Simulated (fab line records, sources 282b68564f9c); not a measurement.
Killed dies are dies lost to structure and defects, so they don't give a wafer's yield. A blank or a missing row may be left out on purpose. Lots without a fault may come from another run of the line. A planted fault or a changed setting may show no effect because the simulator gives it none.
Which tool did it? | flow rit_cmos | 14 lots, 42 wafers sampled, at 2 steps of a route of 202

WHAT THE GAUGES READ, wafer by wafer
RIT_GATE_THK_MEAS_07.
lot  | measured    | on            | GATE_OXIDE_THK (nm)
L474 | day 2 17:22 | film_metro-03 | 2.99 3.00 3.04
L475 | day 3 00:34 | film_metro-04 | 2.97 3.00 2.98
L476 | day 3 04:38 | film_metro-04 | 3.09 3.13 3.05
L477 | day 3 08:55 | film_metro-03 | 2.99 3.00 2.96
L478 | day 3 16:51 | film_metro-04 | 3.09 3.13 3.06
L479 | day 3 20:38 | film_metro-03 | 3.01 3.05 2.99
L480 | day 3 23:11 | film_metro-02 | 3.16 3.14 3.15
L484 | day 4 15:57 | film_metro-02 | 3.39 3.40 3.39
L486 | day 5 05:35 | film_metro-04 | 3.42 3.31 3.38
L487 | day 5 08:14 | film_metro-02 | 2.99 3.11 3.03
L488 | day 5 11:19 | film_metro-03 | 3.09 3.11 3.07
L490 | day 5 22:29 | film_metro-03 | 3.09 3.08 3.07
L493 | day 6 12:32 | film_metro-04 | 3.03 2.95 2.96
L495 | day 7 01:51 | film_metro-04 | 2.96 3.00 3.02

WHICH TOOL RAN EACH LOT (tool, then ch and the chambers of the sampled wafers, then the start)
lot  | RIT_GATE_OXIDATION_05
L474 | furnace-01 ch 0, day 2 11:10
L475 | furnace-04 ch 0, day 2 18:40
L476 | furnace-04 ch 0, day 3 02:29
L477 | furnace-01 ch 0, day 3 06:29
L478 | furnace-03 ch 0, day 3 14:54
L479 | furnace-03 ch 0, day 3 18:47
L480 | furnace-01 ch 0, day 3 20:37
L484 | furnace-03 ch 0, day 4 13:39
L486 | furnace-03 ch 0, day 5 03:41
L487 | furnace-01 ch 0, day 5 06:55
L488 | furnace-04 ch 0, day 5 08:19
L490 | furnace-04 ch 0, day 5 20:58
L493 | furnace-04 ch 0, day 6 11:13
L495 | furnace-04 ch 0, day 6 23:16
- RIT_GATE_OXIDATION_05: target thk 3 nm, ox time 270 s.

WHAT THE TOOLS THEMSELVES READ (means of the sampled wafers that have a number; where no wafer has one, the mark that the record gives instead)
RIT_GATE_OXIDATION_05.
lot  | tool       | tube_center_temp_C_max | zone_power_centre_pct (%) | zone_power_source_pct (%)
L474 | furnace-01 | 902.1                  | 39.9                      | 31.5
L475 | furnace-04 | 902.1                  | 40.2                      | 25.9
L476 | furnace-04 | 902.2                  | 39.8                      | 25.9
L477 | furnace-01 | 902.4                  | 40.1                      | 31.6
L478 | furnace-03 | 902.2                  | 42.4                      | 25.5
L479 | furnace-03 | 902.2                  | 42.3                      | 25.9
L480 | furnace-01 | 902.7                  | 40.2                      | 31.5
L484 | furnace-03 | 902.2                  | 42.3                      | 25.7
L486 | furnace-03 | 902.4                  | 42.3                      | 25.6
L487 | furnace-01 | 902.0                  | 39.8                      | 31.8
L488 | furnace-04 | 902.2                  | 40.1                      | 25.8
L490 | furnace-04 | 902.4                  | 40.2                      | 26.2
L493 | furnace-04 | 902.3                  | 40.1                      | 25.5
L495 | furnace-04 | 902.0                  | 39.6                      | 25.6

THE ANSWER, worked out from the rows above alone
Rule: what is usual is taken from the lots themselves. Put in order of their means at a reading, lots are off if they are a third of the lots or fewer, leave a main group of 4 or more, and stand apart from it by a gap of 3 or more times the standard deviation of the main group's means; of several such gaps the widest counts. A main group whose means are all the same, to the digits that the tables above print for the reading, isn't used. A lot without any number at a reading at which 4 lots or more have one is off too. The other lots that the step has rows for count as sound. The gauges are gone through in route order, then the tools' own readings, and for those a lot's mean is taken as printed above. The first step at which some lot is off is used, and at that step the reading that is off furthest; a lot without a number counts as furthest.
Off: L484, L486, at RIT_GATE_THK_MEAS_07 (GATE_OXIDE_THK). The main group: mean 3.04 nm, standard deviation 0.054.
A tool fits if, at a process step before that reading, it ran every lot that is off, and no sound lot after the first of them. The gauges at RIT_GATE_THK_MEAS_07 aren't tried: what is off there is off at RIT_GATE_OXIDATION_05 too, on other tools, and a gauge's error can't cause that. One fits: furnace-03 at RIT_GATE_OXIDATION_05. Its last sound lot is L479 (day 3 18:47), its first lot that is off L484 (day 4 13:39): a fault that began between those two fits.

WHAT THE SIMULATOR HAD PUT IN
Process parameter drift: furnace-03, from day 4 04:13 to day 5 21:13, at RIT_GATE_OXIDATION_05. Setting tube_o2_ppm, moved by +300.
Lots struck among those shown: L484, L486. The rule above found the same.
